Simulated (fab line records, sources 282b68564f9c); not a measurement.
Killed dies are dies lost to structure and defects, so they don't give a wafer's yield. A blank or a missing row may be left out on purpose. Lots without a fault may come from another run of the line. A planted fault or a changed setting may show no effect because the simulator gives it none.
Tool commonality check | flow rit_cmos | 13 lots, 39 wafers sampled

WHY IT WAS OPENED
At RIT_PLDD_TW_MEAS_10 the reading PLDD_TW is flagged on 1 of 13 lots. Wafers without a fault read 2330, standard deviation 9.3.
Rule: a lot is flagged when every wafer of it that has a number lies more than 4 standard deviations from that mean, or none has a number. The other lots count as sound.

lot  | measured    | on            | PLDD_TW, wafer by wafer | flag
L684 | day 3 08:01 | film_metro-04 | 2326 2319 2323          |
L685 | day 3 08:20 | film_metro-03 | 2321 2336 2337          |
L686 | day 3 22:36 | film_metro-01 | 2344 2342 2335          |
L688 | day 4 06:04 | film_metro-03 | 2310 2316 2325          |
L689 | day 4 06:19 | film_metro-04 | 2322 2323 2320          |
L690 | day 4 08:20 | film_metro-01 | 2334 2348 2330          |
L694 | day 5 07:11 | film_metro-01 | 2345 2338 2335          |
L695 | day 5 14:23 | film_metro-04 | 2331 2329 2328          |
L696 | day 5 16:28 | film_metro-04 | 2328 2327 2329          |
L699 | day 6 08:53 | film_metro-04 | 30 30 30                | FLAGGED
L703 | day 7 12:47 | film_metro-04 | 2327 2330 2334          |
L705 | day 8 03:41 | film_metro-04 | 2338 2335 2341          |
L706 | day 8 04:05 | film_metro-03 | 2322 2323 2327          |
The numbers of the flagged lots are 30 on average: -2300 against the usual, or -99 or more standard deviations.

WHICH TOOL RAN EACH LOT
The record holds 1 process step before the reading, out of a route of 202 steps. In each cell: the tool, then ch and the chambers that the sampled wafers went through, then the start.
lot  | flag    | RIT_NLDD_STRIP_09
L684 |         | plasma_asher-02 ch 0,1, day 3 06:24
L685 |         | plasma_asher-01 ch 0,1, day 3 06:40
L686 |         | plasma_asher-01 ch 0, day 3 20:52
L688 |         | plasma_asher-03 ch 0,1, day 4 04:23
L689 |         | plasma_asher-01 ch 0,1, day 4 04:38
L690 |         | plasma_asher-02 ch 0,1, day 4 06:44
L694 |         | plasma_asher-01 ch 0,1, day 5 05:32
L695 |         | plasma_asher-02 ch 0,1, day 5 12:39
L696 |         | plasma_asher-02 ch 0,1, day 5 14:52
L699 | FLAGGED | plasma_asher-01 ch 0,1, day 6 07:10
L703 |         | plasma_asher-03 ch 0,1, day 7 11:14
L705 |         | plasma_asher-02 ch 0,1, day 8 02:06
L706 |         | plasma_asher-03 ch 0,1, day 8 02:24
What these steps do:
- RIT_NLDD_STRIP_09: strips in O2, time 180 s.
- RIT_PLDD_TW_MEAS_10

FLAGGED OVER TOTAL, TOOL BY TOOL (the gauges that took the reading come last)
step                | tool            | lots run | flagged | share of the flagged lots | sound lots run after its first flagged lot
RIT_NLDD_STRIP_09   | plasma_asher-01 | 5        | 1       | all                       | 0
RIT_NLDD_STRIP_09   | plasma_asher-02 | 5        | 0       | none                      | -
RIT_NLDD_STRIP_09   | plasma_asher-03 | 3        | 0       | none                      | -
RIT_PLDD_TW_MEAS_10 | film_metro-01   | 3        | 0       | none                      | -
RIT_PLDD_TW_MEAS_10 | film_metro-03   | 3        | 0       | none                      | -
RIT_PLDD_TW_MEAS_10 | film_metro-04   | 7        | 1       | all                       | 2 (L703,L705)

WHAT THE TABLE ALLOWS
2 rows of the table ran every flagged lot: plasma_asher-01 at RIT_NLDD_STRIP_09, film_metro-04 at RIT_PLDD_TW_MEAS_10.
- plasma_asher-01 at RIT_NLDD_STRIP_09: 1 of its 5 lots flagged. Its last sound lot is L694 (day 5 05:32), its first flagged lot L699 (day 6 07:10): a fault that began between those two fits. Its own readings lie more than 4 standard deviations out on every wafer of the flagged lots: run_length_s.
- film_metro-04 at RIT_PLDD_TW_MEAS_10: 1 of its 7 lots flagged. Sound lots ran on it after the first flagged one (L703, L705), which a lasting fault on the whole tool wouldn't allow.
One tool is left: plasma_asher-01 at RIT_NLDD_STRIP_09.

WHAT THE SIMULATOR HAD PUT IN
Strip aborted: plasma_asher-01, from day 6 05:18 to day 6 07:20, at RIT_NLDD_STRIP_09. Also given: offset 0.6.
Lots struck among those shown: L699. The rule above found the same.
